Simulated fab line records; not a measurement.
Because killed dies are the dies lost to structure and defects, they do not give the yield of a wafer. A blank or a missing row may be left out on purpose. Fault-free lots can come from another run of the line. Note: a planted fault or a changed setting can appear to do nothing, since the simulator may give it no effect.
Problem report in the 8D (eight disciplines) form, filled by code	flow rit cmos	the parts of the form that need people (team, actions taken, sign-off) are left out

## 1. THE PROBLEM
Across 2 wafers from 2 lots, M1_AL_RS at RIT_M1_RS_MEAS_01 averages 0.0466 ohm/sq, while fault-free wafers read 0.0731 ohm/sq with a standard deviation of 0.00077. Relative to the usual mean, that is a shift of -34 standard deviations.
The step: measures by four-point-probe.
Seen first at day 4 01:44 on film metro-03, wafer L415.5. Wafers with a number at this step in the record: 39, from 13 lots. The rule behind "out" and "out of limits": a value lying over 4 standard deviations away from the usual mean. The other wafers with a number count as sound.

## 2. WHAT IT IS AND WHAT IT IS NOT
question	is	is not
which readings at this step	M1_AL_RS	-
which lots	L415, L420	L412, L413, L414, L425, L427, L429, L431, L432, L433, L434, L435
which wafers of those lots	L415.5, L420.1	L415.1, L415.6, L420.2, L420.3
read on which gauges	film metro-02, film metro-03	film metro-04
when	from day 4 01:44	up to then (11 sound wafers); but 26 sound wafers of L420, L425, L427, L429, L431, L432, L433, L434, L435 came after

## 3. THE SUSPECTS, EACH WITH WHAT RULES IT OUT
Counting: a tool at a process step up to the reading stays a suspect if it ran every lot that is out. Sound lots after the first of them don't rule it out here, since some wafers of a struck lot are sound.
- ruled out: the gauge at RIT_M1_RS_MEAS_01. 2 gauges (film metro-02, film metro-03) read the wafers that are out.
- pvd sputter-04 at RIT_M1_SPUTTER_00 (material Al, target thk 400 nm, time 500 s): kept. Ran every lot that is out, first one L415 (day 4 01:27); last sound lot up to then L414 (day 3 17:34).
Remaining after the count: pvd sputter-04 at RIT_M1_SPUTTER_00.

## 4. THE CAUSE (what the simulator had put in)
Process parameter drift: pvd sputter-04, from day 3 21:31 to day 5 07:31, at RIT_M1_SPUTTER_00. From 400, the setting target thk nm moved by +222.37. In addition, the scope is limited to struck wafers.
Counting left only this tool.

## 5. THE EFFECT CHAIN, in route order
Each row: a reading whose mean over the struck wafers that have a number lies more than 3 standard deviations from the usual. Scope: only readings with a usual standard deviation given in the record; hours: median across lots of the time from each lot's start at the first step in this table that gives one to its start at this step; sigmas: change in usual standard deviations.
hours	step	reading	usual	on struck wafers	change	sigmas
0	RIT_M1_RS_MEAS_01	M1_AL_RS	0.0731 ohm/sq	0.0466	-0.0265	-34
0	RIT_M1_THK_MEAS_02	M1_AL_THK	398 nm	622	+224	+49
2	RIT_M1_METAL_ETCH_12	oes product au	0.776 a.u.	0.999	+0.223	+17
4	RIT_M1_PROBE_99	defect limited yield	97.5 %	5.9	-91.7	-92
4	RIT_M1_PROBE_99	killed_at_M0_to_M3	0.0	241.5	+241.5	+99 or more
4	RIT_M1_PROBE_99	killed dies	6.7	248.5	+241.8	+90
4	RIT_M1_PROBE_99	killed on rim	1.8	68.5	+66.7	+56
The process steps in it:
- RIT_M1_METAL_ETCH_12: etches Al in Cl2/BCl3, stops on SiO2, time 165 s, target depth 600 nm.
- RIT_M1_PROBE_99

## 6. WHAT WOULD HAVE CAUGHT IT SOONER
The first out-of-limits reading at a measuring or inspecting step in this record came at day 4 01:44, 4 hours after the fault's start at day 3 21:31.
No tool reading at RIT_M1_SPUTTER_00 that has a usual standard deviation in the record was out on any struck wafer, so an alarm limit of 4 standard deviations on those readings would not have fired.
L420, from the lots that are out (2), started RIT_M1_SPUTTER_00 on pvd sputter-04 later than day 4 01:44. Putting the tool on hold at that point would have spared it.
